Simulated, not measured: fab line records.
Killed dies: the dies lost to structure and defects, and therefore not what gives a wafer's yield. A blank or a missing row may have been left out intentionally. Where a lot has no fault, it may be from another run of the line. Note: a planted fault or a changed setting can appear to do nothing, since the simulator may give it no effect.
A single fault, viewed from 2 desks | flow berkeleyCmos170 | each desk has only its own numbers; what lay behind them comes last

== AT THE METROLOGY DESK ==
Lot by lot, what the gauges showed, no matter which tool ran the lot: averages of those sampled wafers that carry a number. Any lot whose mean is over 4 standard deviations away from the usual mean is out of limits and marked OUT; that distance is given in the brackets.
Columns: A = NWELL_TW at UCB170_NWELL_TW_MEAS_16, usual 1248; B = ACTIVE_OXIDE_THK at UCB170_ACTIVE_THK_MEAS_03, usual 26.3 nm; C = NLDD_RS at UCB170_SDANNEAL_RS_MEAS_05, usual 616.0 ohm/sq; D = cdNm at UCB170_M1_CD_MEAS_09, usual 700.0 nm
lot  | first seen here | A    | B    | C               | D
L220 | day 2 04:35     | 1246 | 26.6 | 614.3           | 700.1
L221 | day 2 12:04     | 1246 | 26.0 | 616.0           | 701.0
L222 | day 2 16:05     | 1242 | 27.3 | 613.8           | 699.8
L224 | day 3 01:43     | 1252 | 26.6 | 614.3           | 700.8
L225 | day 3 06:50     | 1256 | 26.2 | 617.8           | 699.3
L226 | day 3 15:48     | 1247 | 26.6 | 614.2           | 700.4
L227 | day 4 00:24     | 1254 | 26.3 | 616.8           | 700.5
L230 | day 4 14:59     | 1251 | 26.3 | 617.3           | 697.1
L232 | day 4 23:08     | 1248 | 26.5 | 614.9           | 700.3
L235 | day 5 13:44     | 1253 | 26.0 | 646.9 (+19) OUT | 698.6
L237 | day 5 23:25     | 1250 | 26.4 | 616.8           | 701.2
L239 | day 6 08:38     | 1241 | 25.5 | 647.0 (+19) OUT | 700.1
L240 | day 6 15:58     | 1243 | 26.7 | 617.4           | 699.3
L242 | day 7 00:51     | 1249 | 26.1 | 616.8           | 700.4
Per this desk, out of limits: L235, L239; the first was L235, day 10 04:44 (NLDD_RS at UCB170_SDANNEAL_RS_MEAS_05). L220, L221, L222, L224, L225, L226, L227, L230, L232, L237, L240, L242: within limits.

== DESK OF THE TOOL OWNER: implanter-01 ==
The tool's own readings at UCB170_NLDD_IMPLANT_08, given as means over the sampled wafers that have a number, one for each lot that went through this tool. Any lot whose mean is over 4 standard deviations away from the usual mean is out of limits and marked OUT; that distance is given in the brackets.
Columns: A = doseIonsCm2 at UCB170_NLDD_IMPLANT_08, usual 4.999e+13
lot  | first seen here | A
L222 | day 6 16:17     | 5.001e+13
L225 | day 7 12:58     | 5.001e+13
L237 | day 9 17:42     | 4.999e+13
L235 | day 9 18:39     | 5.001e+13
L239 | day 9 22:29     | 5.005e+13
Result from this desk: across the 5 lots, nothing is out of limits.

== ALL TOGETHER ==
Metrology desk: alarm possible at day 10 04:44 on L235, L239.
Nothing out of limits was seen by the tool owner's desk.
On record at the tool owner's desk: L235, L239, within its limits.
All the named lots went through UCB170_NLDD_IMPLANT_08 on implanter-01.

== WHAT THE SIMULATOR PUT IN ==
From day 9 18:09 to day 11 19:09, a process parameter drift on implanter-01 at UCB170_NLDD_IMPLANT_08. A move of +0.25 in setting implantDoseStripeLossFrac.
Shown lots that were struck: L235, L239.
Per desk, hours elapsed from the start of the fault to the first reading out of limits: for the metrology desk, 11.
